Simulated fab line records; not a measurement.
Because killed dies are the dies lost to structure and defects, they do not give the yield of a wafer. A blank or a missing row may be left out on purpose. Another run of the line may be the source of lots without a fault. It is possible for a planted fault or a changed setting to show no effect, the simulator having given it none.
Which of the tools did it? :: flow rit_cmos :: Sampling: 14 lots, 42 wafers, 5 of 202 route steps

## WHAT THE GAUGES READ, wafer by wafer
RIT_ACTIVE_CD_MEAS_90: the cd target is 1400 nm.
lot: L668
measured: day 1 21:16
on: cd_sem-02
cd_nm (nm): 1400.2 1399.4 1398.8

lot: L669
measured: day 2 01:05
on: cd_sem-01
cd_nm (nm): 1404.1 1404.1 1404.9

lot: L671
measured: day 2 11:50
on: cd_sem-02
cd_nm (nm): 1395.3 1394.0 1395.3

lot: L672
measured: day 2 16:10
on: cd_sem-01
cd_nm (nm): 1401.5 1400.0 1401.0

lot: L673
measured: day 2 23:49
on: cd_sem-01
cd_nm (nm): 1399.2 1398.6 1399.6

lot: L674
measured: day 3 04:08
on: cd_sem-01
cd_nm (nm): 1400.2 1401.9 1399.5

lot: L675
measured: day 3 09:04
on: cd_sem-01
cd_nm (nm): 1400.6 1402.3 1400.0

lot: L676
measured: day 3 13:35
on: cd_sem-02
cd_nm (nm): 1399.6 1398.9 1401.3

lot: L679
measured: day 4 04:53
on: cd_sem-02
cd_nm (nm): 1398.3 1397.4 1400.9

lot: L680
measured: day 4 08:22
on: cd_sem-01
cd_nm (nm): 1403.8 1401.4 1399.8

lot: L681
measured: day 4 14:43
on: cd_sem-01
cd_nm (nm): 1400.8 1399.1 1399.7

lot: L687
measured: day 5 20:14
on: cd_sem-01
cd_nm (nm): 1401.0 1399.5 1401.4

lot: L689
measured: day 6 05:14
on: cd_sem-01
cd_nm (nm): 1400.8 1398.5 1400.9

lot: L690
measured: day 6 10:35
on: cd_sem-01
cd_nm (nm): 1398.5 1396.2 1397.4

RIT_NRETRO_TW_MEAS_10.
lot: L668
measured: day 2 12:02
on: film_metro-01
NRETRO_TW: 1052 1051 1054

lot: L669
measured: day 2 20:33
on: film_metro-04
NRETRO_TW: 1054 1059 1059

lot: L671
measured: day 3 04:25
on: film_metro-01
NRETRO_TW: 1057 1059 1050

lot: L672
measured: day 3 10:18
on: film_metro-02
NRETRO_TW: 1067 1064 1063

lot: L673
measured: day 3 18:14
on: film_metro-04
NRETRO_TW: 1071 1066 1061

lot: L674
measured: day 3 22:47
on: film_metro-02
NRETRO_TW: 1056 1065 1056

lot: L675
measured: day 3 23:19
on: film_metro-02
NRETRO_TW: 1059 1054 1054

lot: L676
measured: day 4 06:17
on: film_metro-02
NRETRO_TW: 1059 1066 1067

lot: L679
measured: day 4 19:19
on: film_metro-01
NRETRO_TW: 1060 1054 1055

lot: L680
measured: day 5 04:26
on: film_metro-01
NRETRO_TW: 234 232 232 235 231 235

lot: L681
measured: day 5 07:15
on: film_metro-04
NRETRO_TW: 223 228 229 223 226 229

lot: L687
measured: day 6 12:20
on: film_metro-01
NRETRO_TW: 1062 1063 1065

lot: L689
measured: day 6 22:55
on: film_metro-02
NRETRO_TW: 1057 1058 1057

lot: L690
measured: day 7 05:26
on: film_metro-02
NRETRO_TW: 1061 1059 1064

RIT_GATE_CD_MEAS_90: the cd target is 150 nm.
lot: L668
measured: day 2 20:04
on: cd_sem-02
cd_nm (nm): 152 148 150

lot: L669
measured: day 3 09:17
on: cd_sem-02
cd_nm (nm): 152 153 154

lot: L671
measured: day 3 12:05
on: cd_sem-01
cd_nm (nm): 154 154 156

lot: L672
measured: day 3 17:43
on: cd_sem-01
cd_nm (nm): 150 148 149

lot: L673
measured: day 4 03:59
on: cd_sem-01
cd_nm (nm): 152 151 149

lot: L674
measured: day 4 06:41
on: cd_sem-01
cd_nm (nm): 151 152 150

lot: L675
measured: day 4 07:06
on: cd_sem-02
cd_nm (nm): 155 155 157

lot: L676
measured: day 4 15:44
on: cd_sem-01
cd_nm (nm): 152 152 153

lot: L679
measured: day 5 06:49
on: cd_sem-02
cd_nm (nm): 146 146 149

lot: L687
measured: day 6 18:56
on: cd_sem-01
cd_nm (nm): 153 156 156

lot: L689
measured: day 7 07:52
on: cd_sem-01
cd_nm (nm): 152 151 150

lot: L690
measured: day 7 14:59
on: cd_sem-02
cd_nm (nm): 147 148 148

RIT_M1_OVL_MEAS_10.
lot: L668
measured: day 3 13:05
on: overlay-02
M1_OVL (nm): -2.7 -3.5 -3.5

lot: L669
measured: day 4 02:28
on: overlay-02
M1_OVL (nm): 1.1 -0.4 0.1

lot: L671
measured: day 4 06:31
on: overlay-02
M1_OVL (nm): -0.6 -0.6 0.1

lot: L672
measured: day 4 13:12
on: overlay-02
M1_OVL (nm): -1.0 -2.3 -1.0

lot: L673
measured: day 4 21:05
on: overlay-01
M1_OVL (nm): 1.7 0.5 0.3

lot: L674
measured: day 5 00:08
on: overlay-01
M1_OVL (nm): -1.6 -0.3 -1.9

lot: L675
measured: day 5 00:59
on: overlay-02
M1_OVL (nm): -3.4 -2.7 -4.8

lot: L676
measured: day 5 09:06
on: overlay-02
M1_OVL (nm): -1.2 -1.9 -0.9

lot: L679
measured: day 6 00:29
on: overlay-01
M1_OVL (nm): -0.8 -0.1 0.1

lot: L687
measured: day 7 14:29
on: overlay-01
M1_OVL (nm): -0.2 1.7 0.9

lot: L689
measured: day 8 02:08
on: overlay-01
M1_OVL (nm): -1.0 -0.6 -1.0

lot: L690
measured: day 8 08:39
on: overlay-01
M1_OVL (nm): 0.1 0.2 0.8

## TOOL THAT RAN EACH LOT (tool first, then ch and the chambers of the sampled wafers, then the start)
lot: L668
RIT_NRETRO_DEVELOP_05: litho_track-04 ch 0, day 2 11:00

lot: L669
RIT_NRETRO_DEVELOP_05: litho_track-04 ch 0, day 2 19:00

lot: L671
RIT_NRETRO_DEVELOP_05: litho_track-04 ch 0, day 3 03:00

lot: L672
RIT_NRETRO_DEVELOP_05: litho_track-04 ch 0, day 3 09:00

lot: L673
RIT_NRETRO_DEVELOP_05: litho_track-04 ch 0, day 3 17:00

lot: L674
RIT_NRETRO_DEVELOP_05: litho_track-02 ch 0, day 3 22:00

lot: L675
RIT_NRETRO_DEVELOP_05: litho_track-03 ch 0, day 3 22:00

lot: L676
RIT_NRETRO_DEVELOP_05: litho_track-03 ch 0, day 4 05:00

lot: L679
RIT_NRETRO_DEVELOP_05: litho_track-03 ch 0, day 4 18:00

lot: L680
RIT_NRETRO_DEVELOP_05: litho_track-03 ch 0, day 5 03:00

lot: L681
RIT_NRETRO_DEVELOP_05: litho_track-03 ch 0, day 5 06:00

lot: L687
RIT_NRETRO_DEVELOP_05: litho_track-04 ch 0, day 6 11:00

lot: L689
RIT_NRETRO_DEVELOP_05: litho_track-02 ch 0, day 6 22:00

lot: L690
RIT_NRETRO_DEVELOP_05: litho_track-04 ch 0, day 7 04:00
- RIT_NRETRO_DEVELOP_05: develop time 68 s.

## WHAT THE TOOLS THEMSELVES READ (means of the sampled wafers that have a number; where no wafer has one, the mark that the record gives instead)
RIT_NRETRO_DEVELOP_05.
lot: L668
tool: litho_track-04
exhaust_pa (Pa): 45.5

lot: L669
tool: litho_track-04
exhaust_pa (Pa): 45.3

lot: L671
tool: litho_track-04
exhaust_pa (Pa): 44.5

lot: L672
tool: litho_track-04
exhaust_pa (Pa): 46.4

lot: L673
tool: litho_track-04
exhaust_pa (Pa): 45.6

lot: L674
tool: litho_track-02
exhaust_pa (Pa): 45.8

lot: L675
tool: litho_track-03
exhaust_pa (Pa): 44.6

lot: L676
tool: litho_track-03
exhaust_pa (Pa): 45.2

lot: L679
tool: litho_track-03
exhaust_pa (Pa): 45.3

lot: L680
tool: litho_track-03
exhaust_pa (Pa): 45.0

lot: L681
tool: litho_track-03
exhaust_pa (Pa): 44.6

lot: L687
tool: litho_track-04
exhaust_pa (Pa): 46.0

lot: L689
tool: litho_track-02
exhaust_pa (Pa): 43.6

lot: L690
tool: litho_track-04
exhaust_pa (Pa): 45.9

## THE ANSWER, worked out from the rows above alone
Rule: the lots themselves supply what counts as usual. The widest of any qualifying gaps counts: lots, ordered by their means at a reading, are off when they make up no more than a third of the lots, leave a main group of 4 or more, and stand apart from it by 3 or more times the standard deviation of that group's means. Not used: any main group whose means are identical at the precision the tables above print for the reading. Also off: a lot with no number at a reading for which 4 or more lots have one. All remaining lots with rows at the step are treated as sound. Order of review: gauges by route order, followed by the tools' own readings, for which a lot's mean as printed above is used. The first step at which some lot is off is used, and at that step the reading that is off furthest; a lot without a number counts as furthest.
Off: at RIT_NRETRO_TW_MEAS_10 (NRETRO_TW), L680, L681. The main group has a mean of 1059 with a standard deviation of 4.2.
If a tool, at a process step before that reading, ran all the lots that are off and no sound lot after the first of them, it fits. Those tools and the gauges at RIT_NRETRO_TW_MEAS_10 are tried in the same way. One fits: RIT_NRETRO_DEVELOP_05 on litho_track-03. Its last sound lot is L679 (day 4 18:00), its first lot that is off L680 (day 5 03:00): a fault that began between those two fits.

## WHAT HAD BEEN PUT IN BY THE SIMULATOR
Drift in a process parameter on litho_track-03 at RIT_NRETRO_DEVELOP_05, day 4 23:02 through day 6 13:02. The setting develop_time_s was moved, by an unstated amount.
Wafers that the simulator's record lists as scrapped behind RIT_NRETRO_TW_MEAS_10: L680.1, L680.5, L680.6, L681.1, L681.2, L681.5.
Struck lots among those shown: L680, L681. Same finding as the rule above.
